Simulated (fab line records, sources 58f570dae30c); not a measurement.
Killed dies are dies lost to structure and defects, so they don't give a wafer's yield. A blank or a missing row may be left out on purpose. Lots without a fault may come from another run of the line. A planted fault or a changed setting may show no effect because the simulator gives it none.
fab line records | flow berkeley_cmos170
record lots=5 wafers=15 last_day=12
route steps=331 shown ZERO@8 NWELL@14 PWELL@34
lots that met no fault: from a run of the same line without faults
start_h: hours from the record's first day to the start of the lot's first wafer shown | wait_h: hours since the lot's step before | " the same as in the row above | L1.1+2: a row that stands for several wafers | - no value, or no start given | * or withheld: withheld | < > ~ a bound
route shown NAME@n: a module of which the file shows steps, and the number in the route of the first | usual: mean/standard deviation of fault-free wafers | same: alike in all rows | chamber/n: place in a boat | sites: the reading at each site | _std_site: their standard deviation | _edge_site: outer sites' mean less inner sites' | radius_mm: how far each site lies from the wafer's centre | mask NAME#n: copy n | behind: the tool/chamber that last shaped the wafer | hold: why the lot was held/for how many hours/how that ended | device: the transistor (n, p or np) that didn't switch | end of line: the same wafers' tests at the end of the route | a step without rows: its recipe alone | killed: dies lost to structure and defects at the first sort, not the wafer's yield | map: a wafer's dies, x killed, . not, _ none there
set.NAME: the setting as run; set.NAME@STEP: as run at that earlier step | model.NAME: the simulator's own value behind a step, which no gauge read
lots at some steps of the route; a table a step, a row a wafer
services: from which hour (start_h, from the record's first day; less than 0 if before it) a tool's chamber was out of use, for how many hours, and why
## steps
# step UCB170_ZERO_SOFTBAKE_02
# recipe resist=KrF temp_c=130 time_s=60
# usual heater_power_total_W=56.80/0.043
# columns lot.wafer tool chamber start_h wait_h heater_power_total_W
L076.1 litho_track-04 0 27.15 0.1 56.85
L076.4 " 0 " " 56.77
L076.6 " 0 " " 56.82
L079.4 litho_track-01 0 48.82 0.1 56.78
L079.5 " 0 " " 56.79
L079.6 " 0 " " 56.86
L091.2 litho_track-01 0 102.91 0.1 56.76
L091.3 " 0 " " 56.81
L091.5 " 0 " " 56.84
L093.1 litho_track-03 0 115.16 0.1 56.78
L093.3 " 0 " " 56.79
L093.5 " 0 " " 56.82
L094.1 litho_track-01 0 121.22 0.1 56.73
L094.4 " 0 " " 56.85
L094.6 " 0 " " 56.77
# step UCB170_ZERO_EXPOSE_03
# recipe mask_id=PM_MARKS na=0.5 sigma_outer=0.6 source_shape=conventional target_cd_nm=4000 dose_mj=30
# usual exposure_dose_mJ_cm2=30.01/0.031 reticle_temp_C=22.99/0.11
# same sigma_outer=0.6
# columns lot.wafer tool chamber start_h wait_h mask exposure_dose_mJ_cm2 reticle_temp_C
L076.1 krf_scanner-01 0 27.30 0.1 PM_MARKS#0 30.03 23.06
L076.4 " 0 " " PM_MARKS#0 30.04 23.01
L076.6 " 0 " " PM_MARKS#0 30.07 23.03
L079.4 krf_scanner-02 0 48.96 0.1 PM_MARKS#0 29.99 23.02
L079.5 " 0 " " PM_MARKS#0 30.03 23.14
L079.6 " 0 " " PM_MARKS#0 30.02 22.97
L091.2 krf_scanner-02 0 103.18 0.2 PM_MARKS#0 29.99 22.85
L091.3 " 0 " " PM_MARKS#0 30.02 22.90
L091.5 " 0 " " PM_MARKS#0 29.99 23.01
L093.1 krf_scanner-01 0 115.44 0.2 PM_MARKS#0 29.95 22.80
L093.3 " 0 " " PM_MARKS#0 30.03 23.00
L093.5 " 0 " " PM_MARKS#0 30.02 22.99
L094.1 krf_scanner-02 0 121.49 0.2 PM_MARKS#0 30.00 22.93
L094.4 " 0 " " PM_MARKS#0 29.96 22.98
L094.6 " 0 " " PM_MARKS#0 29.98 23.01
# step UCB170_ZERO_PEB_04
# recipe peb_temp_c=130 peb_time_s=withheld resist=KrF
# usual heater_power_total_W=56.80/0.04
# columns lot.wafer tool chamber start_h wait_h heater_power_total_W
L076.1 litho_track-03 0 27.73 0.4 56.79
L076.4 " 0 " " 56.72
L076.6 " 0 " " 56.86
L079.4 litho_track-01 0 49.42 0.4 56.77
L079.5 " 0 " " 56.88
L079.6 " 0 " " 56.81
L091.2 litho_track-01 0 103.30 0.1 56.87
L091.3 " 0 " " 56.85
L091.5 " 0 " " 56.83
L093.1 litho_track-03 0 115.59 0.1 56.77
L093.3 " 0 " " 56.84
L093.5 " 0 " " 56.92
L094.1 litho_track-01 0 121.92 0.4 56.78
L094.4 " 0 " " 56.84
L094.6 " 0 " " 56.84
# step UCB170_ZERO_DEVELOP_05
# recipe developer=TMAH develop_time_s=45 resist=KrF dev_temp_c=21
# columns lot.wafer tool chamber start_h wait_h
L076.1+4+6 litho_track-03 0 - -
L079.4+5+6 litho_track-01 0 - -
L091.2+3+5 litho_track-01 0 - -
L093.1+3+5 litho_track-03 0 - -
L094.1+4+6 litho_track-01 0 - -
# step UCB170_ZERO_ETCH_06
# recipe chemistry=CHF3/CF4/Ar target=SiO2 time_s=12 pressure_mtorr=100 rf_w=500 CHF3_flow_sccm=50 cf4_flow_sccm=10 Ar_flow_sccm=120 over_etch_frac=1.58
# usual drypump_motor_current_A=5.6/0.59 oes_product_au=0.612/0.01 throttle_valve_pct=9.19/0.13
# columns lot.wafer tool chamber start_h wait_h drypump_motor_current_A oes_product_au rf_hours_counter_h throttle_valve_pct
L076.1 rie_diel-01 2 28.01 - 5.8 0.612 155 9.05
L076.4 " 1 " " 5.3 0.601 - 9.23
L076.6 " 2 " " 5.8 0.622 - 9.06
L079.4 rie_diel-02 1 49.62 - 5.1 0.620 11 9.26
L079.5 " 3 " " 6.2 0.604 - 9.15
L079.6 " 0 " " 5.3 0.599 - 9.37
L091.2 rie_diel-03 3 103.55 - 6.0 0.624 118 9.01
L091.3 " 2 " " 6.0 0.624 42 9.01
L091.5 " 1 " " 4.8 0.626 - 8.95
L093.1 rie_diel-01 3 115.86 - 5.2 0.604 32 9.22
L093.3 " 2 " " 5.8 0.621 160 9.05
L093.5 " 3 " " 5.1 0.612 - 9.22
L094.1 rie_diel-02 0 122.19 - 5.3 0.604 10 9.37
L094.4 " 1 " " 5.1 0.624 15 9.26
L094.6 " 3 " " 6.1 0.599 - 9.16
# step UCB170_ZERO_STRIP_07
# recipe chemistry=O2 power_w=400 pressure_mtorr=3500 platen_temp_c=withheld o2_flow_sccm=400 overash_fraction=0.5
# usual drypump_motor_current_A=5.9/0.58 oes_product_au=0.727/0.0047 strip_time_to_endpoint_s=21.51/0.06
# same overash_fraction=0.5
# columns lot.wafer tool chamber start_h wait_h drypump_motor_current_A oes_product_au rf_hours_counter_h strip_time_to_endpoint_s
L076.1 plasma_asher-02 0 28.03 0.0 6.5 0.736 22 21.60
L076.4 " 0 " " 6.5 0.727 - 21.59
L076.6 " 0 " " 6.5 0.726 - 21.58
L079.4 plasma_asher-01 1 49.68 0.0 6.1 0.722 - 21.48
L079.5 " 0 " " 5.8 0.728 - 21.53
L079.6 " 1 " " 6.1 0.729 - 21.54
L091.2 plasma_asher-02 0 103.57 0.0 6.5 0.732 31 21.50
L091.3 " 0 " " 6.5 0.730 - 21.56
L091.5 " 0 " " 6.5 0.734 - 21.44
L093.1 plasma_asher-04 0 115.89 0.0 5.0 0.728 43 21.52
L093.3 " 1 " " 6.6 0.724 - 21.56
L093.5 " 1 " " 6.6 0.721 - 21.50
L094.1 plasma_asher-04 1 122.22 0.0 6.6 0.728 44 21.56
L094.4 " 0 " " 5.0 0.721 - 21.57
L094.6 " 1 " " 6.6 0.721 - 21.50
# step UCB170_NWELL_WET_ETCH_00
# recipe chemistry=dHF dilution=25:1 target=SiO2 temp_c=25 time_s=200
# usual temp_c=24.99/0.11
# columns lot.wafer tool chamber start_h wait_h temp_c
L076.1 wet_bench-04 2 29.55 1.5 25.03
L076.4 " 2 " " 25.02
L076.6 " 2 " " 24.96
L079.4 wet_bench-04 0 50.79 1.1 24.91
L079.5 " 0 " " 24.95
L079.6 " 0 " " 24.94
L091.2 wet_bench-04 2 103.75 0.1 24.89
L091.3 " 2 " " 24.98
L091.5 " 2 " " 25.04
L093.1 wet_bench-03 2 116.10 0.2 24.99
L093.3 " 2 " " 25.07
L093.5 " 2 " " 24.93
L094.1 wet_bench-03 2 122.32 0.1 24.83
L094.4 " 2 " " 24.88
L094.6 " 2 " " 25.05
# step UCB170_NWELL_OXIDATION_01
# recipe temp_c=1000 ambient=O2 target_thk_a=264 ox_time_s=1260
# usual tube_center_temp_C_max=1002.7/0.44
# columns lot.wafer tool chamber start_h wait_h tube_center_temp_C_max
L076.1 furnace-02 0 32.82 3.2 1003.0
L076.4 " 0 " " 1003.2
L076.6 " 0 " " 1002.0
L079.4 furnace-01 0 53.69 2.8 1003.9
L079.5 " 0 " " 1002.1
L079.6 " 0 " " 1003.4
L091.2 furnace-02 0 105.33 1.5 1002.9
L091.3 " 0 " " 1003.0
L091.5 " 0 " " 1002.5
L093.1 furnace-04 0 120.30 4.1 1002.6
L093.3 " 0 " " 1002.3
L093.5 " 0 " " 1002.2
L094.1 furnace-02 0 127.90 5.5 1002.3
L094.4 " 0 " " 1002.5
L094.6 " 0 " " 1003.0
# step UCB170_NWELL_THK_MEAS_02
# recipe reads=SiO2_of_NWELL_OXIDATION_01
# usual NWELL_OXIDE_THK=26.5/0.54
# columns lot.wafer tool chamber start_h wait_h NWELL_OXIDE_THK[nm]
L076.1 film_metro-01 - 34.17 0.0 27.7
L076.4 " - " " 27.6
L076.6 " - " " 27.0
L079.4 film_metro-03 - 55.07 0.0 26.7
L079.5 " - " " 26.6
L079.6 " - " " 27.0
L091.2 film_metro-02 - 106.75 0.1 26.4
L091.3 " - " " 26.2
L091.5 " - " " 26.4
L093.1 film_metro-01 - 121.65 0.0 25.6
L093.3 " - " " 26.2
L093.5 " - " " 26.1
L094.1 film_metro-02 - 129.25 0.0 27.5
L094.4 " - " " 26.9
L094.6 " - " " 26.3
# step UCB170_NWELL_ANNEAL_03
# recipe temp_c=1000 time_s=900 ambient=N2
# usual tube_center_temp_C_max=1002.6/0.38
# columns lot.wafer tool chamber start_h wait_h tube_center_temp_C_max
L076.1 furnace-04 0 38.21 4.0 1002.0
L076.4 " 0 " " 1003.2
L076.6 " 0 " " 1002.5
L079.4 furnace-04 0 59.16 4.1 1002.3
L079.5 " 0 " " 1002.4
L079.6 " 0 " " 1003.1
L091.2 furnace-04 0 109.78 3.0 1001.9
L091.3 " 0 " " 1003.0
L091.5 " 0 " " 1002.2
L093.1 furnace-01 0 127.36 5.7 1002.6
L093.3 " 0 " " 1002.5
L093.5 " 0 " " 1002.5
L094.1 furnace-02 0 133.75 4.5 1002.6
L094.4 " 0 " " 1002.1
L094.6 " 0 " " 1002.6
# step UCB170_NWELL_CVD_04
# recipe material=Si3N4 target_thk_nm=224 temp_c=800 precursor=SiH2Cl2/NH3 time_s=3360 pressure_mtorr=200 sih2cl2_flow_sccm=25 nh3_flow_sccm=75
# columns lot.wafer tool chamber start_h wait_h
L076.1+4+6 lpcvd-01 0 39.46 0.0
L079.4+5+6 lpcvd-01 0 60.41 0.0
L091.2+3+5 lpcvd-01 1 111.03 0.0
L093.1+3+5 lpcvd-02 1 128.61 0.0
L094.1+4+6 lpcvd-02 0 135.00 0.0
# step UCB170_NWELL_THK_MEAS_05
# recipe reads=Si3N4_of_NWELL_CVD_04
# usual NWELL_NITRIDE_THK=225.1/2.7
# columns lot.wafer tool chamber start_h wait_h NWELL_NITRIDE_THK[nm]
L076.1 film_metro-01 - 42.36 0.0 225.6
L076.4 " - " " 224.9
L076.6 " - " " 223.5
L079.4 film_metro-03 - 62.38 0.0 224.0
L079.5 " - " " 224.0
L079.6 " - " " 223.9
L091.2 film_metro-01 - 112.97 0.0 229.0
L091.3 " - " " 228.4
L091.5 " - " " 229.5
L093.1 film_metro-03 - 130.54 0.0 223.0
L093.3 " - " " 222.5
L093.5 " - " " 221.6
L094.1 film_metro-03 - 136.93 0.0 222.9
L094.4 " - " " 223.7
L094.6 " - " " 222.2
# step UCB170_NWELL_HMDS_06
# recipe prime_time_s=60 prime_temp_c=100
# columns lot.wafer tool chamber start_h wait_h
L076.1+4+6 litho_track-02 0 42.72 0.3
L079.4+5+6 litho_track-02 0 62.48 0.1
L091.2+3+5 litho_track-03 0 113.37 0.4
L093.1+3+5 litho_track-03 0 130.61 0.1
L094.1+4+6 litho_track-02 0 137.56 0.6
# step UCB170_NWELL_COAT_07
# recipe resist=KrF spin_rpm=1500 resist_thk_nm=900
# columns lot.wafer tool chamber start_h wait_h
L076.1+4+6 litho_track-02 0 42.87 0.1
L079.4+5+6 litho_track-02 0 62.63 0.1
L091.2+3+5 litho_track-03 0 113.52 0.1
L093.1+3+5 litho_track-03 0 130.76 0.1
L094.1+4+6 litho_track-02 0 137.71 0.1
# step UCB170_NWELL_SOFTBAKE_08
# recipe resist=KrF temp_c=130 time_s=60
# usual heater_power_total_W=56.80/0.04
# columns lot.wafer tool chamber start_h wait_h heater_power_total_W
L076.1 litho_track-02 0 43.02 0.1 56.83
L076.4 " 0 " " 56.82
L076.6 " 0 " " 56.80
L079.4 litho_track-02 0 62.78 0.1 56.85
L079.5 " 0 " " 56.73
L079.6 " 0 " " 56.77
L091.2 litho_track-03 0 113.67 0.1 56.80
L091.3 " 0 " " 56.85
L091.5 " 0 " " 56.81
L093.1 litho_track-03 0 130.91 0.1 56.79
L093.3 " 0 " " 56.71
L093.5 " 0 " " 56.75
L094.1 litho_track-02 0 137.86 0.1 56.76
L094.4 " 0 " " 56.85
L094.6 " 0 " " 56.83
# step UCB170_NWELL_EXPOSE_09
# recipe mask_id=NWELL target_cd_nm=3000 na=0.5 sigma_outer=0.6 source_shape=conventional dose_mj=25
# usual exposure_dose_mJ_cm2=24.995/0.024 reticle_temp_C=23.03/0.1
# same sigma_outer=0.6
# columns lot.wafer tool chamber start_h wait_h mask exposure_dose_mJ_cm2 reticle_temp_C
L076.1 krf_scanner-01 0 43.30 0.2 NWELL#0 24.987 22.90
L076.4 " 0 " " NWELL#0 25.018 23.08
L076.6 " 0 " " NWELL#0 25.008 23.10
L079.4 krf_scanner-01 0 63.04 0.2 NWELL#0 24.981 22.91
L079.5 " 0 " " NWELL#0 24.984 22.90
L079.6 " 0 " " NWELL#0 24.997 23.01
L091.2 krf_scanner-02 0 113.82 0.1 NWELL#0 25.052 23.02
L091.3 " 0 " " NWELL#0 25.045 22.87
L091.5 " 0 " " NWELL#0 25.010 22.93
L093.1 krf_scanner-02 0 131.09 0.1 NWELL#0 25.009 22.82
L093.3 " 0 " " NWELL#0 25.011 22.91
L093.5 " 0 " " NWELL#0 25.007 22.91
L094.1 krf_scanner-01 0 138.01 0.1 NWELL#0 24.982 23.03
L094.4 " 0 " " NWELL#0 24.997 23.05
L094.6 " 0 " " NWELL#0 24.973 22.85
# step UCB170_NWELL_PEB_10
# recipe peb_temp_c=130 peb_time_s=withheld resist=KrF
# usual heater_power_total_W=56.80/0.044
# columns lot.wafer tool chamber start_h wait_h heater_power_total_W
L076.1 litho_track-01 0 43.75 0.4 56.80
L076.4 " 0 " " 56.76
L076.6 " 0 " " 56.78
L079.4 litho_track-03 0 63.17 0.1 56.84
L079.5 " 0 " " 56.79
L079.6 " 0 " " 56.91
L091.2 litho_track-01 0 114.03 0.2 56.70
L091.3 " 0 " " 56.82
L091.5 " 0 " " 56.75
L093.1 litho_track-03 0 131.20 0.1 56.79
L093.3 " 0 " " 56.82
L093.5 " 0 " " 56.80
L094.1 litho_track-02 0 139.01 1.0 56.79
L094.4 " 0 " " 56.85
L094.6 " 0 " " 56.74
# step UCB170_NWELL_DEVELOP_11
# recipe developer=TMAH develop_time_s=45 resist=KrF dev_temp_c=21
# columns lot.wafer tool chamber start_h wait_h
L076.1+4+6 litho_track-01 0 - -
L079.4+5+6 litho_track-03 0 - -
L091.2+3+5 litho_track-01 0 - -
L093.1+3+5 litho_track-03 0 - -
L094.1+4+6 litho_track-02 0 - -
# step UCB170_NWELL_OVL_MEAS_12
# usual NWELL_OVL=-3/6.3
# columns lot.wafer tool chamber start_h wait_h NWELL_OVL[nm]
L076.1 overlay-02 - 44.03 - -8
L076.4 " - " " -11
L076.6 " - " " -5
L079.4 overlay-01 - 63.39 - -16
L079.5 " - " " -1
L079.6 " - " " -11
L091.2 overlay-01 - 114.29 - -2
L091.3 " - " " 2
L091.5 " - " " 1
L093.1 overlay-01 - 131.48 - -12
L093.3 " - " " -7
L093.5 " - " " -4
L094.1 overlay-02 - 139.29 - -7
L094.4 " - " " -5
L094.6 " - " " -2
# step UCB170_NWELL_ETCH_13
# recipe chemistry=CH3F/Ar/O2 target=Si3N4 stop_on=SiO2 CH3F_flow_sccm=20 Ar_flow_sccm=50 O2_flow_sccm=7 pressure_mtorr=50 rf_w=450 target_depth_a=2464 over_etch_frac=0.1 time_s=154
# usual CH3F_flow_sccm=20.00/0.064 drypump_motor_current_A=5.7/0.59 oes_product_au=0.946/0.019 throttle_valve_pct=8.00/0.098
# columns lot.wafer tool chamber start_h wait_h CH3F_flow_sccm drypump_motor_current_A oes_product_au rf_hours_counter_h throttle_valve_pct
L076.1 rie_diel-02 0 44.07 0.0 20.03 5.3 0.922 5 8.16
L076.4 " 3 " " 19.93 6.2 0.914 13 7.95
L076.6 " 0 " " 20.04 5.4 0.921 - 8.16
L079.4 rie_diel-02 3 63.41 0.0 20.08 6.1 0.907 14 7.94
L079.5 " 2 " " 19.96 6.8 0.942 - 8.02
L079.6 " 3 " " 19.99 6.1 0.922 - 7.95
L091.2 rie_diel-04 2 114.32 0.0 20.00 5.2 0.981 30 7.98
L091.3 " 0 " " 20.01 6.0 0.974 131 7.99
L091.5 " 3 " " 20.03 6.1 0.958 - 8.04
L093.1 rie_diel-02 2 131.51 0.0 20.04 6.8 0.931 104 8.02
L093.3 " 0 " " 19.99 5.3 0.916 10 8.15
L093.5 " 2 " " 19.94 6.8 0.922 - 8.03
L094.1 rie_diel-04 3 139.32 0.0 20.05 6.1 0.934 104 8.04
L094.4 " 1 " " 19.99 6.3 0.940 129 8.05
L094.6 " 2 " " 19.91 5.2 0.964 - 7.96
# step UCB170_NWELL_IMPLANT_14
# recipe species=P dose_cm2=1e+13 energy_kev=150 tilt_deg=7
# columns lot.wafer tool chamber start_h wait_h
L076.1+4+6 implanter-03 0 44.17 0.1
L079.4+5+6 implanter-01 0 63.59 0.1
L091.2+3+5 implanter-01 0 114.44 0.1
L093.1+3+5 implanter-01 0 131.62 0.1
L094.1+4+6 implanter-04 0 139.42 0.1
# step UCB170_NWELL_STRIP_15
# recipe chemistry=O2 power_w=400 pressure_mtorr=3500 platen_temp_c=withheld o2_flow_sccm=400 overash_fraction=0.5
# usual drypump_motor_current_A=5.8/0.73 oes_product_au=0.721/0.0046 strip_time_to_endpoint_s=18.05/0.086
# same overash_fraction=0.5
# columns lot.wafer tool chamber start_h wait_h drypump_motor_current_A oes_product_au rf_hours_counter_h strip_time_to_endpoint_s
L076.1 plasma_asher-03 1 44.32 0.1 4.8 0.722 26 17.97
L076.4 " 1 " " 4.8 0.725 - 17.95
L076.6 " 1 " " 4.8 0.718 - 18.01
L079.4 plasma_asher-03 1 63.69 0.1 4.8 0.716 - 18.11
L079.5 " 0 " " 6.3 0.726 - 18.18
L079.6 " 1 " " 4.8 0.721 - 18.01
L091.2 plasma_asher-02 0 114.57 0.1 6.5 0.723 33 18.04
L091.3 " 1 " " 5.7 0.727 - 17.95
L091.5 " 0 " " 6.5 0.725 - 17.96
L093.1 plasma_asher-04 1 131.77 0.1 6.6 0.721 46 18.03
L093.3 " 1 " " 6.6 0.714 - 17.91
L093.5 " 1 " " 6.6 0.719 - 17.95
L094.1 plasma_asher-04 1 139.57 0.1 6.6 0.714 46 18.08
L094.4 " 1 " " 6.6 0.721 - 18.17
L094.6 " 1 " " 6.6 0.727 - 18.09
# step UCB170_NWELL_TW_MEAS_16
# usual NWELL_TW=1241/11
# columns lot.wafer tool chamber start_h wait_h NWELL_TW
L076.1 film_metro-02 - 44.42 0.1 1224
L076.4 " - " " 1225
L076.6 " - " " 1220
L079.4 film_metro-01 - 63.79 0.1 1253
L079.5 " - " " 1255
L079.6 " - " " 1257
L091.2 film_metro-03 - 114.68 0.1 1238
L091.3 " - " " 1235
L091.5 " - " " 1239
L093.1 film_metro-03 - 131.87 0.1 1240
L093.3 " - " " 1244
L093.5 " - " " 1244
L094.1 film_metro-02 - 139.67 0.1 1234
L094.4 " - " " 1237
L094.6 " - " " 1245
# step UCB170_NWELL_CLEAN_17
# recipe chemistry=SPM temp_c=120 time_s=600
# usual temp_c=119.99/0.13
# columns lot.wafer tool chamber start_h wait_h temp_c
L076.1 wet_bench-02 0 44.48 0.1 120.03
L076.4 " 0 " " 119.98
L076.6 " 0 " " 119.82
L079.4 wet_bench-02 1 63.82 0.0 120.15
L079.5 " 1 " " 120.11
L079.6 " 1 " " 119.94
L091.2 wet_bench-04 1 114.73 0.0 119.72
L091.3 " 1 " " 120.03
L091.5 " 1 " " 119.76
L093.1 wet_bench-02 3 131.93 0.1 119.98
L093.3 " 3 " " 120.16
L093.5 " 3 " " 119.91
L094.1 wet_bench-04 2 139.73 0.1 120.05
L094.4 " 2 " " 119.90
L094.6 " 2 " " 119.91
# step UCB170_NWELL_WET_ETCH_18
# recipe chemistry=H3PO4 target=Si3N4 temp_c=160 time_s=14400
# usual temp_c=159.97/0.15
# columns lot.wafer tool chamber start_h wait_h temp_c
L076.1 wet_bench-04 1 44.65 0.0 159.91
L076.4 " 1 " " 159.73
L076.6 " 1 " " 160.09
L079.4 wet_bench-02 0 64.01 0.0 159.99
L079.5 " 0 " " 159.92
L079.6 " 0 " " 160.09
L091.2 wet_bench-04 2 114.90 0.0 160.07
L091.3 " 2 " " 159.82
L091.5 " 2 " " 160.03
L093.1 wet_bench-02 1 132.10 0.0 159.79
L093.3 " 1 " " 159.91
L093.5 " 1 " " 159.75
L094.1 wet_bench-03 1 139.91 0.0 160.02
L094.4 " 1 " " 159.84
L094.6 " 1 " " 159.96
# step UCB170_NWELL_WET_ETCH_19
# recipe chemistry=BOE dilution=5:1 target=SiO2 temp_c=25 time_s=22
# usual temp_c=25.01/0.11
# columns lot.wafer tool chamber start_h wait_h temp_c
L076.1 wet_bench-04 3 50.78 2.1 24.80
L076.4 " 3 " " 24.85
L076.6 " 3 " " 24.95
L079.4 wet_bench-04 2 68.87 0.5 25.18
L079.5 " 2 " " 25.14
L079.6 " 2 " " 25.04
L091.2 wet_bench-02 3 119.22 0.3 24.99
L091.3 " 3 " " 25.15
L091.5 " 3 " " 25.00
L093.1 wet_bench-02 3 136.73 0.6 25.03
L093.3 " 3 " " 24.95
L093.5 " 3 " " 24.97
L094.1 wet_bench-04 1 143.92 0.0 24.86
L094.4 " 1 " " 24.90
L094.6 " 1 " " 25.04
# step UCB170_PWELL_CLEAN_00
# recipe chemistry=SPM temp_c=120 time_s=600
# usual temp_c=120.00/0.14
# columns lot.wafer tool chamber start_h wait_h temp_c
L076.1 wet_bench-03 0 51.59 0.8 119.84
L076.4 " 0 " " 119.93
L076.6 " 0 " " 119.76
L079.4 wet_bench-02 3 69.18 0.3 120.17
L079.5 " 3 " " 120.19
L079.6 " 3 " " 120.10
L091.2 wet_bench-02 3 119.25 0.0 119.90
L091.3 " 3 " " 119.91
L091.5 " 3 " " 119.88
L093.1 wet_bench-02 2 137.12 0.4 119.99
L093.3 " 2 " " 120.07
L093.5 " 2 " " 120.04
L094.1 wet_bench-03 0 143.93 0.0 120.03
L094.4 " 0 " " 119.96
L094.6 " 0 " " 119.86
# step UCB170_PWELL_CLEAN_01
# recipe chemistry=dHF dilution=25:1 time_s=60
# columns lot.wafer tool chamber start_h wait_h
L076.1+4+6 wet_bench-03 2 52.13 0.4
L079.4+5+6 wet_bench-04 1 73.90 4.5
L091.2+3+5 wet_bench-02 1 119.42 0.0
L093.1+3+5 wet_bench-02 0 137.69 0.4
L094.1+4+6 wet_bench-04 2 144.11 0.0
# step UCB170_PWELL_OXIDATION_02
# recipe temp_c=1000 ambient=O2 target_thk_a=264 ox_time_s=1260
# usual tube_center_temp_C_max=1002.6/0.4
# columns lot.wafer tool chamber start_h wait_h tube_center_temp_C_max
L076.1 furnace-04 0 54.80 2.6 1002.5
L076.4 " 0 " " 1002.3
L076.6 " 0 " " 1002.0
L079.4 furnace-02 0 74.75 0.8 1003.1
L079.5 " 0 " " 1002.7
L079.6 " 0 " " 1002.3
L091.2 furnace-04 0 122.98 3.5 1002.3
L091.3 " 0 " " 1002.5
L091.5 " 0 " " 1002.5
L093.1 furnace-04 0 140.51 2.8 1002.5
L093.3 " 0 " " 1002.4
L093.5 " 0 " " 1003.4
L094.1 furnace-04 0 150.16 6.0 1002.6
L094.4 " 0 " " 1002.4
L094.6 " 0 " " 1003.1
# step UCB170_PWELL_THK_MEAS_03
# recipe reads=SiO2_of_PWELL_OXIDATION_02
# usual PWELL_OXIDE_THK=26.4/0.56
# columns lot.wafer tool chamber start_h wait_h PWELL_OXIDE_THK[nm]
L076.1 film_metro-04 - 56.15 0.0 26.3
L076.4 " - " " 26.1
L076.6 " - " " 26.7
L079.4 film_metro-01 - 76.13 0.0 27.6
L079.5 " - " " 27.1
L079.6 " - " " 27.0
L091.2 film_metro-03 - 124.34 0.0 25.9
L091.3 " - " " 25.1
L091.5 " - " " 25.6
L093.1 film_metro-03 - 141.86 0.0 25.9
L093.3 " - " " 26.1
L093.5 " - " " 26.1
L094.1 film_metro-03 - 151.51 0.0 26.1
L094.4 " - " " 26.4
L094.6 " - " " 26.2
# step UCB170_PWELL_ANNEAL_04
# recipe temp_c=1000 time_s=900 ambient=N2
# usual tube_center_temp_C_max=1002.5/0.38
# columns lot.wafer tool chamber start_h wait_h tube_center_temp_C_max
L076.1 furnace-01 0 61.23 5.1 1002.7
L076.4 " 0 " " 1002.5
L076.6 " 0 " " 1002.6
L079.4 furnace-04 0 78.21 2.1 1002.7
L079.5 " 0 " " 1002.9
L079.6 " 0 " " 1002.0
L091.2 furnace-01 0 128.61 4.3 1002.2
L091.3 " 0 " " 1002.2
L091.5 " 0 " " 1003.1
L093.1 furnace-02 0 148.43 6.6 1002.5
L093.3 " 0 " " 1002.6
L093.5 " 0 " " 1002.5
L094.1 furnace-01 0 158.19 6.7 1002.4
L094.4 " 0 " " 1002.3
L094.6 " 0 " " 1002.4
# step UCB170_PWELL_CVD_05
# recipe material=Si3N4 target_thk_nm=220 temp_c=800 precursor=SiH2Cl2/NH3 time_s=3300 pressure_mtorr=200 sih2cl2_flow_sccm=25 nh3_flow_sccm=75
# columns lot.wafer tool chamber start_h wait_h
L076.1+4+6 lpcvd-02 0 62.48 0.0
L079.4+5+6 lpcvd-01 1 79.62 0.2
L091.2+3+5 lpcvd-01 1 129.86 0.0
L093.1+3+5 lpcvd-02 0 149.68 0.0
L094.1+4+6 lpcvd-02 1 159.59 0.1
# step UCB170_PWELL_THK_MEAS_06
# recipe reads=Si3N4_of_PWELL_CVD_05
# usual PWELL_NITRIDE_THK=220.6/2.6
# columns lot.wafer tool chamber start_h wait_h PWELL_NITRIDE_THK[nm]
L076.1 film_metro-04 - 64.39 0.0 220.0
L076.4 " - " " 218.7
L076.6 " - " " 220.4
L079.4 film_metro-01 - 81.57 0.0 222.3
L079.5 " - " " 222.8
L079.6 " - " " 222.7
L091.2 film_metro-03 - 131.79 0.0 219.3
L091.3 " - " " 220.8
L091.5 " - " " 218.7
L093.1 film_metro-04 - 151.60 0.0 220.9
L093.3 " - " " 221.0
L093.5 " - " " 221.1
L094.1 film_metro-04 - 161.51 0.0 221.3
L094.4 " - " " 224.4
L094.6 " - " " 222.4
# step UCB170_PWELL_HMDS_07
# recipe prime_time_s=60 prime_temp_c=100
# columns lot.wafer tool chamber start_h wait_h
L076.1+4+6 litho_track-04 0 64.45 0.1
L079.4+5+6 litho_track-01 0 81.89 0.3
L091.2+3+5 litho_track-04 0 132.16 0.4
L093.1+3+5 litho_track-02 0 152.16 0.5
L094.1+4+6 litho_track-04 0 161.57 0.1
# step UCB170_PWELL_COAT_08
# recipe resist=KrF spin_rpm=1500 resist_thk_nm=900
# columns lot.wafer tool chamber start_h wait_h
L076.1+4+6 litho_track-04 0 64.60 0.1
L079.4+5+6 litho_track-01 0 82.04 0.1
L091.2+3+5 litho_track-04 0 132.31 0.1
L093.1+3+5 litho_track-02 0 152.31 0.1
L094.1+4+6 litho_track-04 0 161.72 0.1
# step UCB170_PWELL_SOFTBAKE_09
# recipe resist=KrF temp_c=130 time_s=60
# usual heater_power_total_W=56.80/0.047
# columns lot.wafer tool chamber start_h wait_h heater_power_total_W
L076.1 litho_track-04 0 64.75 0.1 56.80
L076.4 " 0 " " 56.75
L076.6 " 0 " " 56.82
L079.4 litho_track-01 0 82.19 0.1 56.82
L079.5 " 0 " " 56.82
L079.6 " 0 " " 56.72
L091.2 litho_track-04 0 132.46 0.1 56.78
L091.3 " 0 " " 56.81
L091.5 " 0 " " 56.75
L093.1 litho_track-02 0 152.46 0.1 56.80
L093.3 " 0 " " 56.73
L093.5 " 0 " " 56.81
L094.1 litho_track-04 0 161.87 0.1 56.79
L094.4 " 0 " " 56.83
L094.6 " 0 " " 56.75
## services
# columns tool chamber start_h hours kind
rie_diel-02 - 7.77 1.2 repair
krf_scanner-01 - 11.03 3.2 repair
furnace-01 - 11.76 3.8 pm
implanter-01 - 17.00 3.4 repair
wet_bench-04 - 26.47 2.8 repair
implanter-01 - 33.63 1.8 repair
furnace-01 - 42.59 3.2 pm
krf_scanner-01 - 44.10 1.3 pm
wet_bench-04 - 48.66 1.9 pm
furnace-02 - 51.05 3.5 pm
furnace-02 - 58.04 2.6 pm
wet_bench-03 - 62.31 35.3 pm
implanter-01 - 80.32 2.9 repair
lpcvd-01 - 81.71 0.7 repair
krf_scanner-02 - 83.13 1.3 pm
krf_scanner-02 - 94.61 1.0 pm
krf_scanner-01 - 98.40 1.0 pm
krf_scanner-01 - 104.39 5.2 repair
krf_scanner-02 - 109.59 0.8 pm
krf_scanner-01 - 119.12 0.3 repair
krf_scanner-01 - 122.06 0.8 pm
krf_scanner-01 - 128.75 3.6 pm
furnace-04 - 141.86 2.8 pm
furnace-01 - 153.93 2.9 pm
## key
fault none
